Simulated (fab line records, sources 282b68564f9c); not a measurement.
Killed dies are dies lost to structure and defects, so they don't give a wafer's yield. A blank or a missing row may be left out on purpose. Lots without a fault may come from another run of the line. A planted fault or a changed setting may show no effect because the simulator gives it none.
A struck lot beside a sound one | flow rit_cmos | 19 steps out of a route of 202
Sound: wafers L958.1, L958.5, L958.6. Struck: wafers L970.2, L970.4, L970.5. The cause comes at the end.
At each step with rows: each side's tool, then ch and its chambers, then its first start. Under that, the readings that differ: sound wafers | struck wafers | difference of the means | sigmas: that difference in standard deviations of wafers without a fault.
alike: readings whose means differ by less than 2 such deviations, and words and numbers that are the same on both sides. not compared: withheld readings, readings that some wafer has no value for, bounds like >300 that may hide the same value, and numbers for which the record gives no deviation and whose values overlap.
The two part at a step that has a row with sigmas, a row that says differs or no value, or rows on one side only. Numbers that don't overlap but have no deviation are shown without sigmas and don't part them. A reading that every wafer of one side lacks parts them only if that side has two wafers or more.

RIT_ACTIVE_BOW_MEAS_00:
  sound on film_metro-03, day 2 06:00; struck on film_metro-01, day 4 18:01
  alike: INCOMING_BOW
then, 1 step without rows for these wafers: RIT_ACTIVE_OXIDATION_01 (target thk 46.8 nm, ox time 3360 s).
RIT_ACTIVE_THK_MEAS_02:
  sound on film_metro-01, day 2 08:07; struck on film_metro-04, day 4 20:28
  alike: ACTIVE_OXIDE_THK
RIT_ACTIVE_CVD_03: deposits Si3N4 from SiH2Cl2/NH3, target thk 150 nm, time 1500 s.
  sound on lpcvd-01 ch 1, day 2 08:11; struck on lpcvd-01 ch 0, day 4 20:31
  reading                                  | sound             | struck            | difference | sigmas
  spike_tc_centre_C (C)                    | 812.0 813.1 812.9 | 839.1 838.3 838.9 | +26.1      | +22
  spike_tc_load_C (C)                      | 833.9 833.3 834.6 | 857.6 858.8 858.1 | +24.2      | +17
  spike_tc_source_C (C)                    | 830.0 833.4 832.5 | 860.0 859.5 859.0 | +27.5      | +20
  susceptor_temp_C (C)                     | 810.9 810.5 810.5 | 836.0 835.9 835.7 | +25.2      | +76
  zone_power_source_pct (%)                | 20.4 20.3 20.4    | 22.8 23.0 23.2    | +2.6       | +4
  model.Si3N4_of_ACTIVE_CVD_03.thk_nm (nm) | 150.6 149.2 148.6 | 236.1 235.4 235.3 | +86.1      |
  alike: nh3_flow_sccm
RIT_ACTIVE_THK_MEAS_04:
  sound on film_metro-03, day 2 09:36; struck on film_metro-03, day 4 21:56
  reading                 | sound             | struck            | difference | sigmas
  ACTIVE_NITRIDE_THK (nm) | 150.6 149.3 148.7 | 236.1 235.5 235.1 | +86.0      | +51
then, 6 steps without rows for these wafers: RIT_ACTIVE_HMDS_05 (prime time 60 s); RIT_ACTIVE_COAT_06 (resist thk 1000 nm); RIT_ACTIVE_SOFTBAKE_07 (time 60 s); RIT_ACTIVE_EXPOSE_08 (exposes mask M1, target cd 1400 nm); RIT_ACTIVE_PEB_09; RIT_ACTIVE_DEVELOP_10 (develop time 50 s).
RIT_ACTIVE_CD_MEAS_11: target cd 1400 nm.
  sound on cd_sem-01, day 2 10:31; struck on cd_sem-01, day 4 22:59
  alike: cd_nm
then, 1 step without rows for these wafers: RIT_ACTIVE_HARDBAKE_12 (time 60 s).
RIT_ACTIVE_ETCH_13: etches Si3N4 in SF6, stops on SiO2, time 210 s, target depth 210 nm.
  sound on rie_diel-04 ch 1,2, day 2 10:50; struck on rie_diel-04 ch 1,3, day 4 23:34
  reading                            | sound             | struck            | difference | sigmas
  oes_product_au (a.u.)              | 0.813 0.809 0.805 | 0.988 0.987 1.002 | +0.183     | +11
  model.etch.depth_nm (nm)           | 150.6 149.2 148.6 | 209.6 209.3 204.9 | +58.5      |
  model.ACTIVE.feature_depth_nm (nm) | 150.9 149.2 148.9 | 209.6 209.3 204.9 | +58.3      |
  alike: drypump_motor_current_A, throttle_valve_pct
  not compared: rf_hours_counter_h
RIT_ACTIVE_STRIP_14: strips in O2, time 180 s.
  sound on plasma_asher-02 ch 0,1, day 2 10:59; struck on plasma_asher-04 ch 0, day 4 23:42
  alike: drypump_motor_current_A
  not compared: rf_hours_counter_h
RIT_ACTIVE_CD_MEAS_90: target cd 1400 nm.
  sound on cd_sem-02, day 2 11:11; struck on cd_sem-01, day 4 23:54
  alike: cd_nm
then, 1 step without rows for these wafers: RIT_ACTIVE_CLEAN_15 (cleans in SC1, time 600 s).
RIT_ACTIVE_CLEAN_16: cleans in dHF, time 30 s.
  sound on wet_bench-04 ch 2, day 2 11:29; struck on wet_bench-03 ch 3, day 5 00:10
  reading                                  | sound             | struck            | difference | sigmas
  model.Si3N4_of_ACTIVE_CVD_03.thk_nm (nm) | 149.8 148.3 147.8 | 235.2 234.6 234.4 | +86.1      |
then, 1 step without rows for these wafers: RIT_ACTIVE_CLEAN_17 (cleans in SC2, time 600 s).

WHERE THEY PART
First at RIT_ACTIVE_CVD_03; last, within this record, at RIT_ACTIVE_ETCH_13. Later steps at which nothing parts them and some readings are alike: RIT_ACTIVE_STRIP_14, RIT_ACTIVE_CD_MEAS_90.

WHY: what the simulator had put in
Process parameter drift: lpcvd-01, from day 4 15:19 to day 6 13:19, at RIT_ACTIVE_CVD_03. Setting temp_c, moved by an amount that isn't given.
